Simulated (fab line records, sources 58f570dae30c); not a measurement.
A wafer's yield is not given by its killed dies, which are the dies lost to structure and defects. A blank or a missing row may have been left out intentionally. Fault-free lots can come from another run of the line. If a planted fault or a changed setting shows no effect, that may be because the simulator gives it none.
Which tool was responsible? | flow berkeleyCmos170 | 11 lots, 33 wafers sampled, at 5 steps of a route of 331

## WHAT THE GAUGES SHOWED, per wafer
UCB170_START_BOW_MEAS_00.
lot  | measured    | on           | INCOMING_BOW (um)
L962 | day 1 10:00 | filmMetro-01 | 2 -4 7
L963 | day 1 15:00 | filmMetro-01 | 13 7 -5
L964 | day 1 20:00 | filmMetro-02 | 12 4 -2
L965 | day 2 01:01 | filmMetro-02 | 7 0 -3
L966 | day 2 06:00 | filmMetro-02 | 6 -4 1
L967 | day 2 11:00 | filmMetro-03 | -8 -6 -3
L968 | day 2 16:02 | filmMetro-02 | -7 -1 -2
L970 | day 3 02:00 | filmMetro-01 | 9 6 -2
L977 | day 4 13:04 | filmMetro-02 | -7 6 -8
L978 | day 4 18:01 | filmMetro-01 | 3 6 1
L979 | day 4 23:00 | filmMetro-01 | -3 -2 7

UCB170_ACTIVE_THK_MEAS_03.
lot  | measured    | on           | ACTIVE_OXIDE_THK (nm)
L962 | day 3 23:31 | filmMetro-01 | 26.8 26.6 26.6
L963 | day 3 23:31 | filmMetro-03 | 26.3 26.6 26.1
L964 | day 3 23:31 | filmMetro-02 | 26.4 26.1 26.4
L965 | day 4 19:05 | filmMetro-03 | 26.4 26.3 26.2
L966 | day 4 11:49 | filmMetro-03 | 26.4 26.8 26.3
L967 | day 4 21:55 | filmMetro-02 | 25.6 25.8 26.2
L968 | day 4 21:56 | filmMetro-03 | 25.6 25.9 25.8
L970 | day 5 16:12 | filmMetro-02 | 25.4 26.1 26.1
L977 | day 6 16:25 | filmMetro-02 | 37.4 37.7 37.7
L978 | day 6 16:23 | filmMetro-03 | 38.5 38.8 38.5
L979 | day 6 20:05 | filmMetro-02 | 26.9 26.9 26.6

UCB170_PFIELD_OVL_MEAS_06.
lot  | measured    | on         | PFIELD_OVL (nm)
L962 | day 4 08:11 | overlay-01 | -2 10 1
L963 | day 4 08:37 | overlay-01 | 5 10 9
L964 | day 4 08:27 | overlay-02 | 2 15 1
L965 | day 5 07:37 | overlay-01 | 4 -3 -6
L966 | day 5 00:10 | overlay-02 | 2 0 -3
L967 | day 5 08:17 | overlay-01 | -3 -1 0
L968 | day 5 08:02 | overlay-01 | 8 8 3
L970 | day 6 05:20 | overlay-02 | 3 3 1
L977 | day 7 02:16 | overlay-02 | 0 13 2
L978 | day 7 02:31 | overlay-02 | 5 9 -4
L979 | day 7 07:20 | overlay-02 | 10 8 1

UCB170_PFIELD_TW_MEAS_09.
lot  | measured    | on           | PFIELD_TW
L962 | day 4 08:28 | filmMetro-03 | 603 601 601
L963 | day 4 08:55 | filmMetro-01 | 611 608 610
L964 | day 4 08:44 | filmMetro-04 | 594 596 595
L965 | day 5 07:54 | filmMetro-01 | 613 610 613
L966 | day 5 00:27 | filmMetro-03 | 604 606 608
L967 | day 5 08:35 | filmMetro-03 | 604 605 606
L968 | day 5 08:19 | filmMetro-04 | 600 600 599
L970 | day 6 05:37 | filmMetro-04 | 601 597 601
L977 | day 7 02:34 | filmMetro-04 | 598 598 596
L978 | day 7 02:49 | filmMetro-03 | 607 607 606
L979 | day 7 07:37 | filmMetro-03 | 606 603 604

## WHICH TOOL RAN EACH LOT (tool, then ch and the chambers of the sampled wafers, then the start)
lot  | UCB170_ACTIVE_OXIDATION_02
L962 | furnace-01 ch 0, day 3 22:10
L963 | furnace-01 ch 0, day 3 22:10
L964 | furnace-01 ch 0, day 3 22:10
L965 | furnace-04 ch 0, day 4 17:43
L966 | furnace-01 ch 0, day 4 10:28
L967 | furnace-04 ch 0, day 4 20:34
L968 | furnace-04 ch 0, day 4 20:34
L970 | furnace-04 ch 0, day 5 14:48
L977 | furnace-04 ch 0, day 6 15:02
L978 | furnace-04 ch 0, day 6 15:02
L979 | furnace-01 ch 0, day 6 18:44
- UCB170_ACTIVE_OXIDATION_02: target thk 26.4 nm, ox time 1260 s.

## AS READ BY THE TOOLS THEMSELVES (means over the sampled wafers that have a number; for cases with no such wafer, the mark the record gives instead)
UCB170_ACTIVE_OXIDATION_02.
lot  | tool       | spikeTcSourceC (C) | zonePowerSourcePct (%)
L962 | furnace-01 | 1024.0             | 35.5
L963 | furnace-01 | 1024.5             | 35.2
L964 | furnace-01 | 1023.5             | 35.7
L965 | furnace-04 | 1027.1             | 36.0
L966 | furnace-01 | 1023.2             | 35.4
L967 | furnace-04 | 1027.5             | 35.6
L968 | furnace-04 | 1027.2             | 36.4
L970 | furnace-04 | 1027.1             | 36.0
L977 | furnace-04 | 1027.5             | 35.8
L978 | furnace-04 | 1026.0             | 36.3
L979 | furnace-01 | 1024.4             | 35.7

## THE ANSWER, worked out from the rows above alone
Rule: the lots themselves supply what counts as usual. Put in order of their means at a reading, lots are off if they are a third of the lots or fewer, leave a main group of 4 or more, and stand apart from it by a gap of 3 or more times the standard deviation of the main group's means; of several such gaps the widest counts. Not used: any main group whose means are identical at the precision the tables above print for the reading. A lot without any number at a reading at which 4 lots or more have one is off too. Any other lot the step has rows for is counted as sound. Order of review: gauges by route order, followed by the tools' own readings, for which a lot's mean as printed above is used. The first step at which some lot is off is used, and at that step the reading that is off furthest; a lot without a number counts as furthest.
Off: L977, L978, seen at UCB170_ACTIVE_THK_MEAS_03 (ACTIVE_OXIDE_THK). Main group: mean 26.3 nm, sd 0.35.
If a tool, at a process step before that reading, ran all the lots that are off and no sound lot after the first of them, it fits. Gauges at UCB170_ACTIVE_THK_MEAS_03: tried the same way as those tools. One fits: UCB170_ACTIVE_OXIDATION_02 on furnace-04. A fault onset in the window from L970 (day 5 14:48, its last sound lot) to L977 (day 6 15:02, its first lot off) fits.

## WHAT WAS PUT IN BY THE SIMULATOR
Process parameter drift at UCB170_ACTIVE_OXIDATION_02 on furnace-04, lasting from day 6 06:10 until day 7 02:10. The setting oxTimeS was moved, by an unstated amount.
Lots struck among those shown: L977, L978. The rule given above showed the same thing.
